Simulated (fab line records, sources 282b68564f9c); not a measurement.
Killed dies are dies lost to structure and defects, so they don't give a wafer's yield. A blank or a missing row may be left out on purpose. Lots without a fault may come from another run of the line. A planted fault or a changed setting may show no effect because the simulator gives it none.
fab line records | flow rit_cmos
record lots=5 wafers=23
route steps=202 shown NSD@133 PSD@150 SDANNEAL@155 PLDD@159 CONTACT@172 M1@196
start_h: hours from the record's first day to the start of the lot's first wafer shown | wait_h: hours since the lot's step before | " the same as in the row above | L1.1+2: a row that stands for several wafers | - no value, or no start given | * or withheld: withheld | < > ~ a bound
route shown NAME@n: a module of which the file shows steps, and the number in the route of the first | usual: mean/standard deviation of fault-free wafers | same: alike in all rows | chamber/n: place in a boat | sites: the reading at each site | _std_site: their standard deviation | _edge_site: outer sites' mean less inner sites' | radius_mm: how far each site lies from the wafer's centre | mask NAME#n: copy n | behind: the tool/chamber that last shaped the wafer | hold: why the lot was held/for how many hours/how that ended | device: the transistor (n, p or np) that didn't switch | end of line: the same wafers' tests at the end of the route | a step without rows: its recipe alone | killed: dies lost to structure and defects at the first sort, not the wafer's yield | map: a wafer's dies, x killed, . not, _ none there
set.NAME: the setting as run; set.NAME@STEP: as run at that earlier step | model.NAME: the simulator's own value behind a step, which no gauge read
lots whose settings were changed on purpose; a table a step, a row a wafer
## steps
# step RIT_NSD_SOFTBAKE_02
# recipe resist=NOVOLAK temp_c=90 time_s=60
# columns lot.wafer tool chamber start_h wait_h set.temp_c
L074.1+4+5 litho_track-01 0 51.82 0.1 90
L076.1+2+4+5+6 litho_track-04 0 61.24 0.1 90
L077.1+5 litho_track-03 0 63.16 0.1 90
L077.2+3+4 " 0 " " 87.6
L079.1+6 litho_track-04 0 72.56 0.1 87.69
L079.3+4+5 " 0 " " 90
L083.1+2+3+4+5 litho_track-04 0 93.55 0.1 90
# step RIT_NSD_EXPOSE_03
# recipe mask_id=M9 na=0.57 target_cd_nm=40700 dose_mj=250
# step RIT_NSD_PEB_04
# recipe resist=NOVOLAK temp_c=withheld time_s=withheld
# step RIT_NSD_DEVELOP_05
# recipe resist=NOVOLAK develop_time_s=50 dev_temp_c=23
# columns lot.wafer tool chamber start_h wait_h set.temp_c@NSD_SOFTBAKE_02 model.NOVOLAK_of_NSD_COAT_01.thk_nm
L074.1 litho_track-01 0 - - 90 1002
L074.4 " 0 " " 90 1005
L074.5 " 0 " " 90 1003
L076.1+2 litho_track-03 0 - - 90 1005
L076.4 " 0 " " 90 1001
L076.5+6 " 0 " " 90 1003
L077.1 litho_track-04 0 - - 90 999.8
L077.2 " 0 " " 87.6 1008
L077.3 " 0 " " 87.6 1005
L077.4 " 0 " " 87.6 1009
L077.5 " 0 " " 90 997
L079.1+6 litho_track-03 0 - - 87.69 1009
L079.3 " 0 " " 90 1003
L079.4 " 0 " " 90 1002
L079.5 " 0 " " 90 1001
L083.1+2 litho_track-04 0 - - 90 1003
L083.3 " 0 " " 90 1004
L083.4 " 0 " " 90 1006
L083.5 " 0 " " 90 1002
# step RIT_PSD_IMPLANT_08
# recipe species=BF2 energy_kev=27 dose_cm2=5e+15 tilt_deg=7
# columns lot.wafer tool chamber start_h wait_h set.energy_kev model.implant.rp_nm model.implant.drp_nm
L074.1+4+5 implanter-04 0 54.10 0.1 27 22.3 12.05
L076.1+2+4+5+6 implanter-03 0 63.77 0.1 27 22.88 12.05
L077.1+4 implanter-03 0 65.57 0.1 27 22.11 12.05
L077.2+3+5 " 0 " " 26.11 21.52 11.76
L079.1+3+4+5+6 implanter-01 0 74.93 0.1 27 21.82 12.05
L083.1+3+5 implanter-01 0 96.15 0.1 25.42 21.04 11.54
L083.2+4 " 0 " " 27 22.08 12.05
# step RIT_PSD_STRIP_09
# recipe chemistry=O2 time_s=180 resist=NOVOLAK platen_temp_c=withheld power_w=500 pressure_mtorr=4000 o2_flow_sccm=4000
# step RIT_SDANNEAL_CLEAN_02
# recipe chemistry=SC2 mix=3:3:50 time_s=600 temp_c=75 dry=n2_spin
# step RIT_SDANNEAL_RTA_03
# recipe temp_c=1050 time_s=5 idle_temp_c=600 ramp_up_c_per_s=342 ramp_down_c_per_s=171 cool_to_c=600 ambient=N2
# step RIT_SDANNEAL_RS_MEAS_04
# recipe thk_meas_gauge=four-point-probe
# usual PSD_RS=115.86/0.25
# columns lot.wafer tool chamber start_h wait_h set.energy_kev@PSD_IMPLANT_08 PSD_RS[ohm/sq]
L074.1 film_metro-01 - 54.98 0.0 27 115.53
L074.4 " - " " 27 115.82
L074.5 " - " " 27 115.38
L076.1 film_metro-02 - 64.61 0.0 27 115.85
L076.2 " - " " 27 115.60
L076.4 " - " " 27 116.01
L076.5 " - " " 27 115.85
L076.6 " - " " 27 116.01
L077.1 film_metro-03 - 66.39 0.0 27 115.83
L077.2 " - " " 26.11 117.81
L077.3 " - " " 26.11 117.69
L077.4 " - " " 27 115.67
L077.5 " - " " 26.11 118.00
L079.1 film_metro-03 - 75.76 0.0 27 115.88
L079.3 " - " " 27 116.01
L079.4 " - " " 27 116.09
L079.5 " - " " 27 116.40
L079.6 " - " " 27 116.01
L083.1 film_metro-01 - 97.00 0.0 25.42 119.17
L083.2 " - " " 27 115.79
L083.3 " - " " 25.42 119.83
L083.4 " - " " 27 116.03
L083.5 " - " " 25.42 119.66
# step RIT_SDANNEAL_RS_MEAS_06
# recipe thk_meas_gauge=four-point-probe
# usual PLDD_RS=178.5/0.54
# columns lot.wafer tool chamber start_h wait_h set.dose_cm2@PLDD_IMPLANT_08 PLDD_RS[ohm/sq]
L074.1 film_metro-01 - 55.22 0.1 9e+14 178.3
L074.4 " - " " 9e+14 178.2
L074.5 " - " " 9e+14 178.2
L076.1 film_metro-02 - 64.85 0.1 9e+14 179.0
L076.2 " - " " 9e+14 178.9
L076.4 " - " " 9e+14 179.1
L076.5 " - " " 8.637e+14 182.1
L076.6 " - " " 8.637e+14 182.8
L077.1 film_metro-03 - 66.63 0.1 8.537e+14 182.9
L077.2 " - " " 9e+14 178.4
L077.3 " - " " 8.537e+14 183.1
L077.4 " - " " 9e+14 177.7
L077.5 " - " " 9e+14 178.3
L079.1 film_metro-03 - 76.00 0.1 9e+14 178.8
L079.3 " - " " 9e+14 178.7
L079.4 " - " " 9.535e+14 173.5
L079.5 " - " " 9.535e+14 173.6
L079.6 " - " " 9.535e+14 173.6
L083.1 film_metro-01 - 97.24 0.1 9e+14 178.4
L083.2 " - " " 9e+14 178.8
L083.3 " - " " 9e+14 178.5
L083.4 " - " " 9e+14 178.5
L083.5 " - " " 9e+14 178.8
# step RIT_CONTACT_SOFTBAKE_04
# recipe resist=NOVOLAK temp_c=90 time_s=60
# columns lot.wafer tool chamber start_h wait_h set.temp_c model.NOVOLAK_of_CONTACT_COAT_03.thk_nm
L074.1 litho_track-01 0 56.39 0.1 90 998.8
L074.4 " 0 " " 90 999.8
L074.5 " 0 " " 90 999.1
L076.1 litho_track-01 0 66.14 0.1 90 1001
L076.2+6 " 0 " " 91.48 998.1
L076.4 " 0 " " 90 1002
L076.5 " 0 " " 91.48 995.2
L077.1 litho_track-02 0 67.81 0.1 88.88 1002
L077.2+4 " 0 " " 90 1001
L077.3 " 0 " " 88.88 1003
L077.5 " 0 " " 88.88 998.7
L079.1 litho_track-02 0 77.17 0.1 92.32 993.1
L079.3 " 0 " " 92.32 992.9
L079.4 " 0 " " 90 1001
L079.5 " 0 " " 90 1003
L079.6 " 0 " " 92.32 993.3
L083.1 litho_track-02 0 98.41 0.1 92.63 998.2
L083.2 " 0 " " 92.63 1000
L083.3 " 0 " " 92.63 997.6
L083.4+5 " 0 " " 90 1006
# step RIT_CONTACT_EXPOSE_05
# recipe mask_id=M11 na=0.6 source_shape=conventional sigma_outer=0.5 target_cd_nm=1000 dose_mj=250
# step RIT_CONTACT_PEB_06
# recipe resist=NOVOLAK temp_c=withheld time_s=withheld
# step RIT_CONTACT_DEVELOP_07
# recipe resist=NOVOLAK develop_time_s=120 dev_temp_c=23
# columns lot.wafer tool chamber start_h wait_h set.temp_c@CONTACT_SOFTBAKE_04 model.NOVOLAK_of_CONTACT_COAT_03.thk_nm
L074.1 litho_track-01 0 - - 90 998
L074.4 " 0 " " 90 999
L074.5 " 0 " " 90 998.2
L076.1 litho_track-01 0 - - 90 999.9
L076.2+6 " 0 " " 91.48 997.3
L076.4 " 0 " " 90 1001
L076.5 " 0 " " 91.48 994.3
L077.1 litho_track-01 0 - - 88.88 1004
L077.2 " 0 " " 90 1000
L077.3 " 0 " " 88.88 1005
L077.4 " 0 " " 90 1001
L077.5 " 0 " " 88.88 1001
L079.1 litho_track-02 0 - - 92.32 992.3
L079.3 " 0 " " 92.32 992
L079.4 " 0 " " 90 999.9
L079.5 " 0 " " 90 1002
L079.6 " 0 " " 92.32 992.5
L083.1 litho_track-04 0 - - 92.63 997.4
L083.2 " 0 " " 92.63 999.3
L083.3 " 0 " " 92.63 996.8
L083.4 " 0 " " 90 1005
L083.5 " 0 " " 90 1006
# step RIT_CONTACT_ETCH_11
# recipe target_depth_a=4800 over_etch_frac=0.2 stop_on=TiSi2 chemistry=CHF3/CF4/Ar target=SiO2 CHF3_flow_sccm=50 cf4_flow_sccm=10 Ar_flow_sccm=100 O2_flow_sccm=5 pressure_mtorr=100 rf_w=200 time_s=320
# columns lot.wafer tool chamber start_h wait_h set.time_s model.NOVOLAK_of_CONTACT_COAT_03.thk_nm
L074.1 rie_diel-01 3 57.36 0.1 320 766.2
L074.4 " 0 " " 320 764.2
L074.5 " 1 " " 320 768.9
L076.1 rie_diel-01 1 67.36 0.1 320 772.1
L076.2 " 3 " " 320 769.8
L076.4 " 0 " " 320 766.8
L076.5 " 0 " " 337.7 757.8
L076.6 " 1 " " 337.7 766.6
L077.1 rie_diel-03 2 68.90 0.1 273.6 785.4
L077.2 " 0 " " 320 765.5
L077.3 " 1 " " 273.6 788.7
L077.4 " 3 " " 273.6 785.8
L077.5 " 2 " " 320 765.9
L079.1 rie_diel-03 0 78.27 0.1 283.2 776.4
L079.3 " 1 " " 283.2 780.4
L079.4 " 3 " " 320 767.1
L079.5 " 3 " " 320 770
L079.6 " 0 " " 320 762.5
L083.1 rie_diel-02 2 99.38 0.1 320 776.3
L083.2 " 0 " " 320 777.6
L083.3 " 1 " " 320 769.3
L083.4 " 1 " " 320 769.9
L083.5 " 0 " " 320 777
# step RIT_M1_METAL_ETCH_12
# recipe stop_on=SiO2 chemistry=Cl2/BCl3 target=Al time_s=165 over_etch_frac=0.5 pressure_mtorr=100 target_depth_a=6000 rf_w=250 Cl2_flow_sccm=60 bcl3_flow_sccm=50
# usual oes_product_au=0.781/0.014
# columns lot.wafer tool chamber start_h wait_h set.over_etch_frac oes_product_au
L074.1 rie_metal-03 0 60.10 0.2 0.5 0.793
L074.4 " 1 " " 0.5 0.761
L074.5 " 1 " " 0.5 0.772
L076.1 rie_metal-02 0 70.10 0.2 0.5 0.787
L076.2 " 1 " " 0.5 0.785
L076.4 " 1 " " 0.3831 0.819
L076.5 " 1 " " 0.3831 0.826
L076.6 " 0 " " 0.5 0.779
L077.1 rie_metal-03 0 71.54 0.2 0.6356 0.752
L077.2 " 1 " " 0.6356 0.720
L077.3 " 1 " " 0.6356 0.723
L077.4 " 0 " " 0.5 0.786
L077.5 " 1 " " 0.5 0.744
L079.1 rie_metal-02 0 80.91 0.2 0.5 0.798
L079.3 " 1 " " 0.6307 0.748
L079.4 " 0 " " 0.5 0.780
L079.5 " 1 " " 0.6307 0.746
L079.6 " 0 " " 0.5 0.777
L083.1 rie_metal-02 0 101.98 0.2 0.3544 0.837
L083.2 " 1 " " 0.5 0.790
L083.3 " 1 " " 0.5 0.789
L083.4 " 0 " " 0.3544 0.836
L083.5 " 0 " " 0.5 0.792
## key
split step=RIT_NSD_SOFTBAKE_02 setting=temp_c stated=90 by=wafer
response step=RIT_NSD_DEVELOP_05 reading=model.NOVOLAK_of_NSD_COAT_01.thk_nm change=-3.03 per=1% r=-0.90
split step=RIT_PSD_IMPLANT_08 setting=energy_kev stated=27 by=wafer
response step=RIT_PSD_IMPLANT_08 reading=model.implant.rp_nm change=+0.178 per=1% r=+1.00
response step=RIT_PSD_IMPLANT_08 reading=model.implant.drp_nm change=+0.0855 per=1% r=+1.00
response step=RIT_SDANNEAL_RS_MEAS_04 reading=PSD_RS change=-0.625 per=1% r=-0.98
split step=RIT_CONTACT_SOFTBAKE_04 setting=temp_c stated=90 by=wafer
response step=RIT_CONTACT_SOFTBAKE_04 reading=model.NOVOLAK_of_CONTACT_COAT_03.thk_nm change=-2.6 per=1% r=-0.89
response step=RIT_CONTACT_DEVELOP_07 reading=model.NOVOLAK_of_CONTACT_COAT_03.thk_nm change=-2.8 per=1% r=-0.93
split step=RIT_CONTACT_ETCH_11 setting=time_s stated=320 by=wafer
response step=RIT_CONTACT_ETCH_11 reading=model.NOVOLAK_of_CONTACT_COAT_03.thk_nm change=-1.29 per=1% r=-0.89
split step=RIT_M1_METAL_ETCH_12 setting=over_etch_frac stated=0.5 by=wafer
response step=RIT_M1_METAL_ETCH_12 reading=oes_product_au change=-0.00147 per=1% r=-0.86
split outside_this_file step=RIT_PLDD_IMPLANT_08 setting=dose_cm2
# split outside_this_file: this setting was split too, and the file shows its column; the key of that split is in another file
